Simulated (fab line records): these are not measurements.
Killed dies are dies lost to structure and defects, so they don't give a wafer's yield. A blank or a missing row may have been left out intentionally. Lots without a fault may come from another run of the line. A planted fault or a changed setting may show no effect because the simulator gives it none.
Which tool did it? || flow berkeley cmos170 || Sampling: 7 lots, 21 wafers, 2 of 331 route steps

== WHAT EACH GAUGE READ, for each wafer ==
UCB170_V2_THK_MEAS_01.
{"lot": "L772", "measured": "day 10 00:58", "on": "film metro-04", "V2_TEOS_THK (nm)": "1982 1989 2040"}
{"lot": "L773", "measured": "day 10 13:56", "on": "film metro-03", "V2_TEOS_THK (nm)": "1985 2007 2015"}
{"lot": "L779", "measured": "day 11 04:35", "on": "film metro-02", "V2_TEOS_THK (nm)": "2006 2042 2057"}
{"lot": "L780", "measured": "day 11 06:49", "on": "film metro-03", "V2_TEOS_THK (nm)": "1761 2029 2022"}
{"lot": "L784", "measured": "day 12 04:53", "on": "film metro-02", "V2_TEOS_THK (nm)": "1989 1734 1983"}
{"lot": "L790", "measured": "day 13 08:23", "on": "film metro-04", "V2_TEOS_THK (nm)": "1970 2027 2015"}
{"lot": "L792", "measured": "day 13 20:14", "on": "film metro-02", "V2_TEOS_THK (nm)": "1998 2008 2025"}

== TOOL THAT RAN EACH LOT (tool first, then ch and the chambers of the sampled wafers, then the start) ==
{"lot": "L772", "UCB170_V2_CVD_00": "pecvd-02 ch 1,2, day 10 00:47"}
{"lot": "L773", "UCB170_V2_CVD_00": "pecvd-04 ch 0,2, day 10 13:46"}
{"lot": "L779", "UCB170_V2_CVD_00": "pecvd-02 ch 0,1, day 11 04:26"}
{"lot": "L780", "UCB170_V2_CVD_00": "pecvd-03 ch 0,1,2, day 11 06:42"}
{"lot": "L784", "UCB170_V2_CVD_00": "pecvd-03 ch 0,1,2, day 12 04:43"}
{"lot": "L790", "UCB170_V2_CVD_00": "pecvd-02 ch 0,1,2, day 13 08:14"}
{"lot": "L792", "UCB170_V2_CVD_00": "pecvd-04 ch 0,1,2, day 13 20:04"}
- UCB170_V2_CVD_00: deposits SiO2 from TEOS/O2, target thk 2000 nm, time 250 s.

== THE ANSWER, worked out from the rows above alone ==
Rule: what is usual is taken from the lots themselves. Put in order of their means at a reading, lots are off if they are a third of the lots or fewer, leave a main group of 4 or more, and stand apart from it by a gap of 3 or more times the standard deviation of the main group's means; of several such gaps the widest counts. A main group is skipped when, at the precision printed for the reading in the tables above, its means are all equal. Also off: a lot with no number at a reading for which 4 or more lots have one. Any other lot the step has rows for is counted as sound.
Off: L780, L784, seen at UCB170_V2_THK_MEAS_01 (V2_TEOS_THK). Mean 2011 nm and standard deviation 12 in the main group.
A tool fits if, at a process step before that reading, it ran every lot that is off, and no sound lot after the first of them. Those tools and the gauges at UCB170_V2_THK_MEAS_01 are tried in the same way. One candidate fits, namely pecvd-03 at UCB170_V2_CVD_00. It ran no sound lot before its first lot that is off in this sample, so the start can't be narrowed down.

== WHAT HAD BEEN PUT IN BY THE SIMULATOR ==
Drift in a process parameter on pecvd-03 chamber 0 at UCB170_V2_CVD_00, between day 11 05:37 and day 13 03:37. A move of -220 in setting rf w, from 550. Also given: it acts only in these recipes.
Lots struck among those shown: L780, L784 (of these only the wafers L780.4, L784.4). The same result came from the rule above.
